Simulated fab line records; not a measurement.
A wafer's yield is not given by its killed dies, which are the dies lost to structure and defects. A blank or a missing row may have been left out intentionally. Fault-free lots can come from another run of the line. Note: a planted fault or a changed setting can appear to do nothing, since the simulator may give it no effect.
fab line records / flow ritCmos
[record] lots = 14 wafers = 42 lastDay = 7
route steps=202 shown FOX2@23 M1@202
lots untouched by any fault: they come from a run of this same line in which no faults occurred
startH: start of the lot's first displayed wafer, in hours after the record's first day / waitH: how many hours have passed since the lot's step before this one / " the same as in the row above / L1.1+2: one row covering several wafers at once / - no value, or no start was given / * or withheld: withheld / < > ~ a bound
route shown NAME@n: a module of which the file shows steps, and the number in the route of the first / usual: mean/standard deviation taken from wafers without a fault / same: alike in all rows / chamber/n: place in a boat / sites: per-site readings / _std_site: the values' standard deviation / _edge_site: outer sites' mean less inner sites' / radiusMm: for every site, how far away it sits from the centre of the wafer / mask NAME#n: copy n / behind: the tool/chamber that last shaped the wafer / hold: what put the lot on hold/how long, in hours/how the hold closed / device: whichever transistor did not switch (one of n, p or np) / end of line: tests run on the same wafers once the route is complete / step lacking rows: just its recipe / killed: not the wafer's yield, but the dies lost to structure and defects at the first sort / map: a wafer's dies, x killed, . not, _ none there
set.NAME: the setting that was run; set.NAME@STEP: the one run at that earlier step / model.NAME: the simulator's own value behind a step, which no gauge read
route steps across a sampled set of lots; one table per step, one row per wafer
services: the hour from which a tool's chamber was out of use, counted from the record's first day as startH (under 0 if before that day), plus the number of hours and why
[[steps]]
[step RIT_FOX2_OXIDATION_00]
[recipe] tempC = 1100 ambient = H2O targetThkA = 3507 pH2oTorr = 720 oxTimeS = 1130
[usual] spikeTcCentreC = 1102.5/0.93 spikeTcLoadC = 1124.6/2.2 spikeTcSourceC = 1124/4.1
lot.wafer=L647.2 tool=furnace-01 chamber=0 startH=18.64 waitH=0.0 spikeTcCentreC=1102.5 spikeTcLoadC=1123.4 spikeTcSourceC=1124
lot.wafer=L647.5 tool=furnace-01 chamber=0 startH=18.64 waitH=0.0 spikeTcCentreC=1102.4 spikeTcLoadC=1121.6 spikeTcSourceC=1123
lot.wafer=L647.6 tool=furnace-01 chamber=0 startH=18.64 waitH=0.0 spikeTcCentreC=1101.9 spikeTcLoadC=1122.7 spikeTcSourceC=1122
lot.wafer=L648.1 tool=furnace-01 chamber=0 startH=27.45 waitH=1.2 spikeTcCentreC=1101.5 spikeTcLoadC=1119.9 spikeTcSourceC=1123
lot.wafer=L648.4 tool=furnace-01 chamber=0 startH=27.45 waitH=1.2 spikeTcCentreC=1102.9 spikeTcLoadC=1121.8 spikeTcSourceC=1125
lot.wafer=L648.6 tool=furnace-01 chamber=0 startH=27.45 waitH=1.2 spikeTcCentreC=1101.2 spikeTcLoadC=1122.1 spikeTcSourceC=1122
lot.wafer=L649.2 tool=furnace-03 chamber=0 startH=28.03 waitH=0.4 spikeTcCentreC=1102.7 spikeTcLoadC=1126.3 spikeTcSourceC=1133
lot.wafer=L649.5 tool=furnace-03 chamber=0 startH=28.03 waitH=0.4 spikeTcCentreC=1102.7 spikeTcLoadC=1126.7 spikeTcSourceC=1130
lot.wafer=L649.6 tool=furnace-03 chamber=0 startH=28.03 waitH=0.4 spikeTcCentreC=1102.8 spikeTcLoadC=1126.2 spikeTcSourceC=1129
lot.wafer=L651.1 tool=furnace-03 chamber=0 startH=41.65 waitH=0.1 spikeTcCentreC=1105.5 spikeTcLoadC=1126.8 spikeTcSourceC=1133
lot.wafer=L651.2 tool=furnace-03 chamber=0 startH=41.65 waitH=0.1 spikeTcCentreC=1102.3 spikeTcLoadC=1127.3 spikeTcSourceC=1132
lot.wafer=L651.6 tool=furnace-03 chamber=0 startH=41.65 waitH=0.1 spikeTcCentreC=1101.4 spikeTcLoadC=1126.5 spikeTcSourceC=1132
lot.wafer=L652.2 tool=furnace-04 chamber=0 startH=49.06 waitH=1.4 spikeTcCentreC=1103.9 spikeTcLoadC=1125.6 spikeTcSourceC=1120
lot.wafer=L652.4 tool=furnace-04 chamber=0 startH=49.06 waitH=1.4 spikeTcCentreC=1103.2 spikeTcLoadC=1127.2 spikeTcSourceC=1121
lot.wafer=L652.6 tool=furnace-04 chamber=0 startH=49.06 waitH=1.4 spikeTcCentreC=1104.1 spikeTcLoadC=1125.4 spikeTcSourceC=1121
lot.wafer=L656.1 tool=furnace-04 chamber=0 startH=63.67 waitH=0.0 spikeTcCentreC=1102.9 spikeTcLoadC=1124.7 spikeTcSourceC=1121
lot.wafer=L656.2 tool=furnace-04 chamber=0 startH=63.67 waitH=0.0 spikeTcCentreC=1102.7 spikeTcLoadC=1125.5 spikeTcSourceC=1121
lot.wafer=L656.4 tool=furnace-04 chamber=0 startH=63.67 waitH=0.0 spikeTcCentreC=1103.0 spikeTcLoadC=1127.9 spikeTcSourceC=1119
lot.wafer=L659.2 tool=furnace-01 chamber=0 startH=80.42 waitH=0.5 spikeTcCentreC=1100.7 spikeTcLoadC=1121.2 spikeTcSourceC=1124
lot.wafer=L659.4 tool=furnace-01 chamber=0 startH=80.42 waitH=0.5 spikeTcCentreC=1103.5 spikeTcLoadC=1121.9 spikeTcSourceC=1122
lot.wafer=L659.5 tool=furnace-01 chamber=0 startH=80.42 waitH=0.5 spikeTcCentreC=1101.9 spikeTcLoadC=1122.3 spikeTcSourceC=1123
lot.wafer=L660.2 tool=furnace-04 chamber=0 startH=83.31 waitH=0.1 spikeTcCentreC=1113.7 spikeTcLoadC=1136.4 spikeTcSourceC=1130
lot.wafer=L660.3 tool=furnace-04 chamber=0 startH=83.31 waitH=0.1 spikeTcCentreC=1111.7 spikeTcLoadC=1138.1 spikeTcSourceC=1131
lot.wafer=L660.4 tool=furnace-04 chamber=0 startH=83.31 waitH=0.1 spikeTcCentreC=1112.6 spikeTcLoadC=1134.8 spikeTcSourceC=1133
lot.wafer=L661.2 tool=furnace-04 chamber=0 startH=88.52 waitH=0.0 spikeTcCentreC=1112.7 spikeTcLoadC=1135.6 spikeTcSourceC=1130
lot.wafer=L661.5 tool=furnace-04 chamber=0 startH=88.52 waitH=0.0 spikeTcCentreC=1113.7 spikeTcLoadC=1136.7 spikeTcSourceC=1132
lot.wafer=L661.6 tool=furnace-04 chamber=0 startH=88.52 waitH=0.0 spikeTcCentreC=1112.6 spikeTcLoadC=1137.6 spikeTcSourceC=1129
lot.wafer=L662.1 tool=furnace-01 chamber=0 startH=94.70 waitH=0.0 spikeTcCentreC=1102.8 spikeTcLoadC=1121.9 spikeTcSourceC=1124
lot.wafer=L662.2 tool=furnace-01 chamber=0 startH=94.70 waitH=0.0 spikeTcCentreC=1103.8 spikeTcLoadC=1121.1 spikeTcSourceC=1123
lot.wafer=L662.6 tool=furnace-01 chamber=0 startH=94.70 waitH=0.0 spikeTcCentreC=1102.3 spikeTcLoadC=1120.9 spikeTcSourceC=1122
lot.wafer=L664.1 tool=furnace-01 chamber=0 startH=102.65 waitH=0.0 spikeTcCentreC=1102.1 spikeTcLoadC=1122.5 spikeTcSourceC=1123
lot.wafer=L664.4 tool=furnace-01 chamber=0 startH=102.65 waitH=0.0 spikeTcCentreC=1101.4 spikeTcLoadC=1123.7 spikeTcSourceC=1122
lot.wafer=L664.6 tool=furnace-01 chamber=0 startH=102.65 waitH=0.0 spikeTcCentreC=1104.3 spikeTcLoadC=1121.5 spikeTcSourceC=1123
lot.wafer=L666.1 tool=furnace-01 chamber=0 startH=113.84 waitH=0.1 spikeTcCentreC=1101.8 spikeTcLoadC=1122.1 spikeTcSourceC=1125
lot.wafer=L666.4 tool=furnace-01 chamber=0 startH=113.84 waitH=0.1 spikeTcCentreC=1102.3 spikeTcLoadC=1123.7 spikeTcSourceC=1125
lot.wafer=L666.6 tool=furnace-01 chamber=0 startH=113.84 waitH=0.1 spikeTcCentreC=1100.4 spikeTcLoadC=1122.6 spikeTcSourceC=1123
lot.wafer=L668.2 tool=furnace-01 chamber=0 startH=124.33 waitH=0.9 spikeTcCentreC=1102.9 spikeTcLoadC=1121.9 spikeTcSourceC=1123
lot.wafer=L668.4 tool=furnace-01 chamber=0 startH=124.33 waitH=0.9 spikeTcCentreC=1102.3 spikeTcLoadC=1122.0 spikeTcSourceC=1123
lot.wafer=L668.6 tool=furnace-01 chamber=0 startH=124.33 waitH=0.9 spikeTcCentreC=1104.0 spikeTcLoadC=1122.2 spikeTcSourceC=1122
lot.wafer=L669.2 tool=furnace-03 chamber=0 startH=129.19 waitH=0.0 spikeTcCentreC=1101.8 spikeTcLoadC=1126.3 spikeTcSourceC=1130
lot.wafer=L669.3 tool=furnace-03 chamber=0 startH=129.19 waitH=0.0 spikeTcCentreC=1102.3 spikeTcLoadC=1126.7 spikeTcSourceC=1133
lot.wafer=L669.5 tool=furnace-03 chamber=0 startH=129.19 waitH=0.0 spikeTcCentreC=1100.8 spikeTcLoadC=1127.0 spikeTcSourceC=1132
[step RIT_M1_PROBE_99]
[usual] killed_at_M0_to_M3 = 0.0/0.083 killedAtContacts = 0.1/0.31 killedAtFrontEnd = 6.3/2.7 killedDies = 6.4/2.7 killedOpen = 3.3/2 killedShort = 3/1.8
[same] grossDies = 264 killed_at_M4_up = 0 killedAtBackSide = 0 killedAtOther = 0
lot.wafer=L659.2 tool=prober-02 chamber=- startH=122.31 waitH=0.1 killed_at_M0_to_M3=0 killedAtContacts=0 killedAtFrontEnd=4 killedDies=4 killedOpen=2 killedShort=2
lot.wafer=L659.4 tool=prober-02 chamber=- startH=122.41 waitH=0.2 killed_at_M0_to_M3=0 killedAtContacts=0 killedAtFrontEnd=13 killedDies=13 killedOpen=10 killedShort=3
lot.wafer=L659.5 tool=prober-02 chamber=- startH=122.46 waitH=0.2 killed_at_M0_to_M3=0 killedAtContacts=0 killedAtFrontEnd=3 killedDies=3 killedOpen=3 killedShort=0
// killed by level:class
L659.2 GATE:geometricParticle:open=2 GATE:geometricParticle:short=1 SILICIDE:geometricParticle:short=1
L659.4 GATE:geometricParticle:open=7 SILICIDE:geometricParticle:open=2 FOX1:geometricParticle:short=1 REOX:geometricParticle:open=1 SPACER:geometricParticle:short=1 SILICIDE:geometricParticle:short=1
L659.5 GATE:geometricParticle:open=2 REOX:geometricParticle:open=1
[[services]]
tool=furnace-04 chamber=- startH=9.69 hours=3.2 kind=pm
tool=furnace-04 chamber=- startH=24.22 hours=1.5 kind=repair
tool=furnace-03 chamber=- startH=29.80 hours=7.7 kind=pm
[[key]]
[firstSign] step = RIT_FOX2_OXIDATION_00 reading = spikeTcCentreC direction = up sigmas = 11 usual = 1102.5 struck = 1112.8
[effect] step = RIT_FOX2_OXIDATION_00 reading = spikeTcLoadC direction = up sigmas = 5.4 usual = 1124.6 struck = 1136.5
metAt RIT_FOX2_OXIDATION_00
struckLots L660,L661
testerLeftOut L660,L661
onsetBetween 63.67 83.31
[fault] kind = processParameterDrift tool = furnace-04 chamber = - onsetH = 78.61 steps = RIT_FOX2_OXIDATION_00 channel = tempC offset = * shape = step endH = 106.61 actsIn = * stated = *
// testerLeftOut: of these lots the tester's yield and bins aren't shown, on N5 and GAA mostly nor the transistor test; their killed dies are dies lost to structure and defects alone, not to doping, threshold or leakage, so they don't give the yield
